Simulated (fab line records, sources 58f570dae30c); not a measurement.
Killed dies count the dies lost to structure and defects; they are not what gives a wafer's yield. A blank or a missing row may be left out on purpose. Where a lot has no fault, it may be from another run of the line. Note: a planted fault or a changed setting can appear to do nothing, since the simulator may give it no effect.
2 desks looking at one fault	flow berkeley-cmos170	numbers are kept per desk, each desk with only its own; the story behind them comes last

== TOOL OWNER'S DESK, furnace-04 ==
At UCB170_SPACER_ANNEAL_02 (time 1800 s), the tool's own readings, given per lot that ran on this tool as the mean of the sampled wafers with a number. Marked OUT: a lot whose mean sits more than 4 standard deviations from the usual mean, which makes it out of limits; the brackets give that distance.
Columns: A = spike-tc-centre-C at UCB170_SPACER_ANNEAL_02, usual 902.3 C; B = spike-tc-load-C at UCB170_SPACER_ANNEAL_02, usual 925.7 C; C = tube-center-temp-C at UCB170_SPACER_ANNEAL_02, usual 900.01 C; D = tube_center_temp_C_max at UCB170_SPACER_ANNEAL_02, usual 902.3
lot	first seen here	A	B	C	D
L594	day 6 04:20	901.3	924.8	899.98	902.0
L595	day 7 02:34	901.8	925.0	899.92	902.0
L608	day 9 16:24	902.3	925.0	900.01	902.5
L609	day 9 16:24	901.8	925.7	900.16	902.9
L611	day 10 06:11	907.8	933.3 (+6.9) OUT	907.59 (+95) OUT	910.0 (+20) OUT
L612	day 10 06:11	909.0	933.2 (+6.8) OUT	907.71 (+96) OUT	910.3 (+21) OUT
L613	day 10 06:11	908.6	932.5 (+6.2) OUT	907.71 (+96) OUT	909.8 (+20) OUT
This desk finds L611, L612, L613 out of limits, L611 being first, at day 10 06:11 (spike-tc-load-C at UCB170_SPACER_ANNEAL_02). Within limits: L594, L595, L608, L609.

== FROM THE METROLOGY DESK ==
Lot by lot, what the gauges showed, no matter which tool ran the lot: averages of those sampled wafers that carry a number. Marked OUT: a lot whose mean sits more than 4 standard deviations from the usual mean, which makes it out of limits; the brackets give that distance.
Columns: A = PLDD_RS at UCB170_SDANNEAL_RS_MEAS_04, usual 1031.7 ohm/sq
lot	first seen here	A
L594	day 6 10:26	1029.2
L593	day 6 15:02	1029.8
L595	day 7 09:46	1032.8
L597	day 7 21:48	1029.2
L599	day 7 22:13	1035.1
L598	day 7 22:40	1026.5
L601	day 8 07:26	1033.2
L600	day 8 08:19	1031.4
L602	day 9 03:07	1034.2
L609	day 10 00:26	1036.8
L608	day 10 00:56	1032.0
L611	day 10 16:48	1007.4 (-8.7) OUT
L612	day 10 16:55	1003.1 (-10) OUT
L613	day 10 16:56	1004.6 (-9.7) OUT
L616	day 11 00:26	1032.3
Per this desk, out of limits: L611, L612, L613; the first was L611, day 10 16:48 (PLDD_RS at UCB170_SDANNEAL_RS_MEAS_04). Within limits: L594, L593, L595, L597, L599, L598, L601, L600, L602, L609, L608, L616.

== ALL TOGETHER ==
At day 10 06:11, on L611, L612, L613, the tool owner's desk was in a position to raise an alarm.
The metrology desk could have raised an alarm at day 10 16:48, on L611, L612, L613.
The lots listed all ran UCB170_SPACER_ANNEAL_02 on furnace-04.

== WHAT THE SIMULATOR PUT IN ==
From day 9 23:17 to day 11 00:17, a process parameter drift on furnace-04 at UCB170_SPACER_ANNEAL_02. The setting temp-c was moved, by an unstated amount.
Struck lots among those shown: L611, L612, L613.
Fault start to first reading out of limits, in hours, per desk: tool owner, 7; metrology, 18.
